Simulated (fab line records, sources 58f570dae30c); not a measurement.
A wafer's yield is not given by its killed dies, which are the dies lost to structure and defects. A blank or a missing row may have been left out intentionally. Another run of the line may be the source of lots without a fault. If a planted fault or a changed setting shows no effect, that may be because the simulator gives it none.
A sampling plan put to the test :: flow berkeley-cmos170 :: each of the 26 faults these records tell of, on one fab line, judged from the records of the lots it struck
The plan is the line's own looks: the steps of the route at which a gauge or an inspection reads the wafer and doesn't change it. A look is open to judgement when struck wafers have a number at it and the file gives its usual mean and standard deviation on fault-free wafers. Caught: at a look after the fault's first step, the mean of the struck wafers lies 4 or more of those standard deviations (sigma) from the usual mean. On the tool: the test repeated on the tool's own readings taken at the fault's steps. Another recipe on the struck wafers, or a record that is blank for them alone, also counts as caught.

== THE FAULTS, as the simulator had put them in ==
1. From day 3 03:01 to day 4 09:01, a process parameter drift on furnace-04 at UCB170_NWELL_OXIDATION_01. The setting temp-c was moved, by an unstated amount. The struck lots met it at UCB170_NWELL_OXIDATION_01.
2. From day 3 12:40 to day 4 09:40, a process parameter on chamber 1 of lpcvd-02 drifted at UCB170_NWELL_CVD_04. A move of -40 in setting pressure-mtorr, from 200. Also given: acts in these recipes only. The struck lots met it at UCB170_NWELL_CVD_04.
3. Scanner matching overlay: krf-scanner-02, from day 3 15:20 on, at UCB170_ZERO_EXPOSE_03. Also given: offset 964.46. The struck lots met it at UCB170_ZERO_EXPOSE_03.
4. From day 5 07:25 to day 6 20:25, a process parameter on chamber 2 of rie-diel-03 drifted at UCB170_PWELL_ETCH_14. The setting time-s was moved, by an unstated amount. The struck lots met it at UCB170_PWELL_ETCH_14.
5. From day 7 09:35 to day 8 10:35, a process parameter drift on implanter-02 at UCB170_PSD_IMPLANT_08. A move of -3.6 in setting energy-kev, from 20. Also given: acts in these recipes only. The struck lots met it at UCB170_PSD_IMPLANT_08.
6. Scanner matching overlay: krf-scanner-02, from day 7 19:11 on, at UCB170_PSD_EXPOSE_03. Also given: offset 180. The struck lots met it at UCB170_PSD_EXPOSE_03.
7. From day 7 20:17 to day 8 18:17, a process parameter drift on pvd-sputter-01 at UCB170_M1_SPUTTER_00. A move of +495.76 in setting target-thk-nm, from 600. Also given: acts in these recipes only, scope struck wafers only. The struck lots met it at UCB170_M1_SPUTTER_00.
8. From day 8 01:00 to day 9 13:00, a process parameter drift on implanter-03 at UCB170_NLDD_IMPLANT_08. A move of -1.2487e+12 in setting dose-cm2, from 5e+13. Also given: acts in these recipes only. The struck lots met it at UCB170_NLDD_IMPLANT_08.
9. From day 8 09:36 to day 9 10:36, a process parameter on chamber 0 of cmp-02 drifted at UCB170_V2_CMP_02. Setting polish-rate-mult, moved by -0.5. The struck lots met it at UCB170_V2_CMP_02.
10. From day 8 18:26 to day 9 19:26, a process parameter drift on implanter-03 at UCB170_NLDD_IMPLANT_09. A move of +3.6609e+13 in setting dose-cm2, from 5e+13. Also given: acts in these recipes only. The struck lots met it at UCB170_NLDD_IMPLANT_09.
11. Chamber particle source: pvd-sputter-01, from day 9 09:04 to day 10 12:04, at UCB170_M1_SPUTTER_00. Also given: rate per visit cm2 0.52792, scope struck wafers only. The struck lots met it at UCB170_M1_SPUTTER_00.
12. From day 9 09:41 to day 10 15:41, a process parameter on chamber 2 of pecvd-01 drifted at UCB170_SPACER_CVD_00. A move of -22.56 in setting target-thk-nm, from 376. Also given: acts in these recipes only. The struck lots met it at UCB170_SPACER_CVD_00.
13. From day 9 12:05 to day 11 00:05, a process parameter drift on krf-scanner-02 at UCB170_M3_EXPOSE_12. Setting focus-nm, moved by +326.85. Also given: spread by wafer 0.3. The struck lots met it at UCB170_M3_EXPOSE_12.
14. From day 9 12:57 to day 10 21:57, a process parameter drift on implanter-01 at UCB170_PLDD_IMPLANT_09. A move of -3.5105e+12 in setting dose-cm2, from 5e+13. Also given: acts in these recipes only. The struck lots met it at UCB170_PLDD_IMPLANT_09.
15. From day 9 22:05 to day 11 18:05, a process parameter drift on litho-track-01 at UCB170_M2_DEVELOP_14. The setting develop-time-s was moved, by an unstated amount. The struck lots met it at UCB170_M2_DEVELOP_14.
16. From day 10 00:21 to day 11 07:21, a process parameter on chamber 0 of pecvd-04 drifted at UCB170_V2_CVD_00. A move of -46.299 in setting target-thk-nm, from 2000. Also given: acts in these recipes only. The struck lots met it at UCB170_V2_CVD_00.
17. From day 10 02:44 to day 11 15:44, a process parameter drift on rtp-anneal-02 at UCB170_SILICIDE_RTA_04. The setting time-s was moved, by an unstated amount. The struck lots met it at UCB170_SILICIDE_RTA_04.
18. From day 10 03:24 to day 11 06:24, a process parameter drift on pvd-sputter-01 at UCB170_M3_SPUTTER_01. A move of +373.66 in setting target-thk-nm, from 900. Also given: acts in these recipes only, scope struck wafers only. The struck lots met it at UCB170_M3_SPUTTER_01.
19. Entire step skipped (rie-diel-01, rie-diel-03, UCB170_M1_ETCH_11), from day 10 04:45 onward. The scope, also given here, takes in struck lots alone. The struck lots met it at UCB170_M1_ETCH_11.
20. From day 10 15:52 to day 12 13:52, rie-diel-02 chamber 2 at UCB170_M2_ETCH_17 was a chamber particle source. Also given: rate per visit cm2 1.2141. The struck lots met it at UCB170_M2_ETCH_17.
21. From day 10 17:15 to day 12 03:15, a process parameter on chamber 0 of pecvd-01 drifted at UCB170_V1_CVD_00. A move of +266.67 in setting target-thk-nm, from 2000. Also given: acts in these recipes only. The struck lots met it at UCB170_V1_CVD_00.
22. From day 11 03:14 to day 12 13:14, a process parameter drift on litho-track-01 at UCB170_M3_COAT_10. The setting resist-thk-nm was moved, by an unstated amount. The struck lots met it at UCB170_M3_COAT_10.
23. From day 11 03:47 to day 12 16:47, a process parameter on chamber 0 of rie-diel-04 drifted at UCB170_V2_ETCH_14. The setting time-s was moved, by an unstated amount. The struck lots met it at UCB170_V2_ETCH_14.
24. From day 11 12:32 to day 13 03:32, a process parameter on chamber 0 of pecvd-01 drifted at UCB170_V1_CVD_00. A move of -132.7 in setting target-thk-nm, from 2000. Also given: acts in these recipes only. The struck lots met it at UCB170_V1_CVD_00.
25. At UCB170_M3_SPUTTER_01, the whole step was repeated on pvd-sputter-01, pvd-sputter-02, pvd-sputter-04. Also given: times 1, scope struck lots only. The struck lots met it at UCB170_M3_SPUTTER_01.
26. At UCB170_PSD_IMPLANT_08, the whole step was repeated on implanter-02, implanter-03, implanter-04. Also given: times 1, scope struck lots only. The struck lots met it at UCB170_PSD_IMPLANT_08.

== WHAT THE PLAN SAW ==
fault: 1
on the tool itself: tube-center-temp-C +99 or beyond sigma
first look that catches it: UCB170_NWELL_THK_MEAS_02
reading, sigma: NWELL_OXIDE_THK +8.7
median hours from its first step to that look: 1.4
hours from the fault's start to the first struck lot there: 3
judged looks passed uncaught: 0

fault: 2
on the tool itself: pressure-mtorr -95 sigma
first look that catches it: UCB170_NWELL_THK_MEAS_05
reading, sigma: NWELL_NITRIDE_THK -8.3
median hours from its first step to that look: 1.9
hours from the fault's start to the first struck lot there: 12
judged looks passed uncaught: 0

fault: 3
on the tool itself: no reading that can be judged
first look that catches it: no look after it can be judged
reading, sigma: -
median hours from its first step to that look: -
hours from the fault's start to the first struck lot there: -
judged looks passed uncaught: 0

fault: 4
on the tool itself: run-length-s -99 or beyond sigma
first look that catches it: no look after it can be judged
reading, sigma: -
median hours from its first step to that look: -
hours from the fault's start to the first struck lot there: -
judged looks passed uncaught: 0

fault: 5
on the tool itself: beam-energy-keV -99 or beyond sigma
first look that catches it: UCB170_PSD_TW_MEAS_10
reading, sigma: PSD_TW -6.1
median hours from its first step to that look: 0.2
hours from the fault's start to the first struck lot there: 2
judged looks passed uncaught: 0

fault: 6
on the tool itself: under 2 sigma
first look that catches it: UCB170_PSD_OVL_MEAS_07
reading, sigma: PSD_OVL +31
median hours from its first step to that look: 0.7
hours from the fault's start to the first struck lot there: 9
judged looks passed uncaught: 0

fault: 7
on the tool itself: under 2 sigma
first look that catches it: UCB170_M1_RS_MEAS_01
reading, sigma: M1_AL_RS -46
median hours from its first step to that look: 0.1
hours from the fault's start to the first struck lot there: 1
judged looks passed uncaught: 0

fault: 8
on the tool itself: dose-ions-cm2 -22 sigma
first look that catches it: UCB170_SDANNEAL_RS_MEAS_05
reading, sigma: NLDD_RS +5.1
median hours from its first step to that look: 11.1
hours from the fault's start to the first struck lot there: 15
judged looks passed uncaught: 0

fault: 9
on the tool itself: under 2 sigma
first look that catches it: UCB170_V2_THK_MEAS_04
reading, sigma: V2_POLISHED_THK +99 or beyond
median hours from its first step to that look: 0.4
hours from the fault's start to the first struck lot there: 0
judged looks passed uncaught: 1

fault: 10
on the tool itself: dose-ions-cm2 +99 or beyond sigma
first look that catches it: UCB170_NLDD_TW_MEAS_11
reading, sigma: NLDD_TW +11
median hours from its first step to that look: 0.2
hours from the fault's start to the first struck lot there: 14
judged looks passed uncaught: 0

fault: 11
on the tool itself: under 2 sigma
first look that catches it: none of the 10 looks that can be judged after it
reading, sigma: -
median hours from its first step to that look: -
hours from the fault's start to the first struck lot there: -
judged looks passed uncaught: 10

fault: 12
on the tool itself: under 2 sigma
first look that catches it: UCB170_SPACER_THK_MEAS_01
reading, sigma: SPACER_TEOS_THK -5.0
median hours from its first step to that look: 0.0
hours from the fault's start to the first struck lot there: 0
judged looks passed uncaught: 0

fault: 13
on the tool itself: exposure-dose-mJ-cm2 -6.5 sigma
first look that catches it: none of the 2 looks that can be judged after it
reading, sigma: strongest: cd-nm at UCB170_M3_CD_MEAS_15, -4.0
median hours from its first step to that look: -
hours from the fault's start to the first struck lot there: -
judged looks passed uncaught: 2

fault: 14
on the tool itself: dose-ions-cm2 -66 sigma
first look that catches it: UCB170_SDANNEAL_RS_MEAS_04
reading, sigma: PLDD_RS +12
median hours from its first step to that look: 14.6
hours from the fault's start to the first struck lot there: 20
judged looks passed uncaught: 0

fault: 15
on the tool itself: no reading that can be judged
first look that catches it: UCB170_M2_CD_MEAS_15
reading, sigma: cd-nm +5.1
median hours from its first step to that look: 0.6
hours from the fault's start to the first struck lot there: 19
judged looks passed uncaught: 0

fault: 16
on the tool itself: under 2 sigma
first look that catches it: not the one look that can be judged after it
reading, sigma: -
median hours from its first step to that look: -
hours from the fault's start to the first struck lot there: -
judged looks passed uncaught: 1

fault: 17
on the tool itself: under 2 sigma
first look that catches it: none of the 6 looks that can be judged after it
reading, sigma: -
median hours from its first step to that look: -
hours from the fault's start to the first struck lot there: -
judged looks passed uncaught: 6

fault: 18
on the tool itself: under 2 sigma
first look that catches it: UCB170_M3_RS_MEAS_02
reading, sigma: M3_AL_RS -26
median hours from its first step to that look: 0.1
hours from the fault's start to the first struck lot there: 21
judged looks passed uncaught: 0

fault: 19
on the tool itself: the tool's record is blank for the struck wafers
first look that catches it: no look after it can be judged
reading, sigma: -
median hours from its first step to that look: -
hours from the fault's start to the first struck lot there: -
judged looks passed uncaught: 0

fault: 20
on the tool itself: under 2 sigma
first look that catches it: no look after it can be judged
reading, sigma: -
median hours from its first step to that look: -
hours from the fault's start to the first struck lot there: -
judged looks passed uncaught: 0

fault: 21
on the tool itself: under 2 sigma
first look that catches it: UCB170_V1_THK_MEAS_01
reading, sigma: V1_TEOS_THK +9.3
median hours from its first step to that look: 0.2
hours from the fault's start to the first struck lot there: 5
judged looks passed uncaught: 0

fault: 22
on the tool itself: no reading that can be judged
first look that catches it: no look after it can be judged
reading, sigma: -
median hours from its first step to that look: -
hours from the fault's start to the first struck lot there: -
judged looks passed uncaught: 0

fault: 23
on the tool itself: run-length-s -99 or beyond sigma
first look that catches it: no look after it can be judged
reading, sigma: -
median hours from its first step to that look: -
hours from the fault's start to the first struck lot there: -
judged looks passed uncaught: 0

fault: 24
on the tool itself: under 2 sigma
first look that catches it: not the one look that can be judged after it
reading, sigma: strongest: V1_TEOS_THK at UCB170_V1_THK_MEAS_01, -3.9
median hours from its first step to that look: -
hours from the fault's start to the first struck lot there: -
judged looks passed uncaught: 1

fault: 25
on the tool itself: under 2 sigma
first look that catches it: UCB170_M3_RS_MEAS_02
reading, sigma: M3_AL_RS -45
median hours from its first step to that look: 0.3
hours from the fault's start to the first struck lot there: -
judged looks passed uncaught: 0

fault: 26
on the tool itself: under 2 sigma
first look that catches it: UCB170_PSD_TW_MEAS_10
reading, sigma: PSD_TW +30
median hours from its first step to that look: 0.8
hours from the fault's start to the first struck lot there: -
judged looks passed uncaught: 0
A dash: the fault is not caught, or the number is missing from these records.

Caught at a look: 15 of 26. Caught on the tool: 10 of 26. By one or the other: 19 of 26.
Caught on the tool alone: faults 4, 13, 19, 23.
Caught at a look alone: faults 6, 7, 9, 12, 15, 18, 21, 25, 26.
Caught by neither: faults 3, 11, 16, 17, 20, 22, 24.

== THINNER SAMPLING ==
If the look that catches a fault measured only every second or every third lot, by lot number, the first struck lot would be measured this late in the worst case:
fault: 1
struck lots at that look, in order of time: L360, L361
every lot: 3 h
every second lot: 6 h
every third lot: may miss all 2

fault: 2
struck lots at that look, in order of time: L304
every lot: 12 h
every second lot: may miss it
every third lot: may miss it

fault: 5
struck lots at that look, in order of time: L439, L441
every lot: 2 h
every second lot: may miss all 2
every third lot: may miss all 2

fault: 6
struck lots at that look, in order of time: L887, L888, L892
every lot: 9 h
every second lot: 16 h
every third lot: 44 h

fault: 7
struck lots at that look, in order of time: L850, L852
every lot: 1 h
every second lot: may miss all 2
every third lot: may miss all 2

fault: 8
struck lots at that look, in order of time: L783, L787
every lot: 15 h
every second lot: may miss all 2
every third lot: may miss all 2

fault: 9
struck lots at that look, in order of time: L581, L583
every lot: 0 h
every second lot: may miss all 2
every third lot: may miss all 2

fault: 10
struck lots at that look, in order of time: L776, L779
every lot: 14 h
every second lot: 15 h
every third lot: may miss all 2

fault: 12
struck lots at that look, in order of time: L856
every lot: 0 h
every second lot: may miss it
every third lot: may miss it

fault: 14
struck lots at that look, in order of time: L318, L321
every lot: 20 h
every second lot: 37 h
every third lot: may miss all 2

fault: 15
struck lots at that look, in order of time: L871, L873
every lot: 19 h
every second lot: may miss all 2
every third lot: may miss all 2

fault: 18
struck lots at that look, in order of time: L542
every lot: 21 h
every second lot: may miss it
every third lot: may miss it

fault: 21
struck lots at that look, in order of time: L482, L486
every lot: 5 h
every second lot: may miss all 2
every third lot: may miss all 2
Hours are from the fault's start to the first struck lot that is measured. The test against the limit of 4 sigma pooled every struck wafer, which means one lot taken alone may stay below that limit. Other struck lots may not be in these records.

== THE LONGEST TIMED WAY FROM STEP TO LOOK ==
Fault 14: median gap of 14.6 hours between UCB170_PLDD_IMPLANT_09 and UCB170_SDANNEAL_RS_MEAS_04. No look between them can be judged.
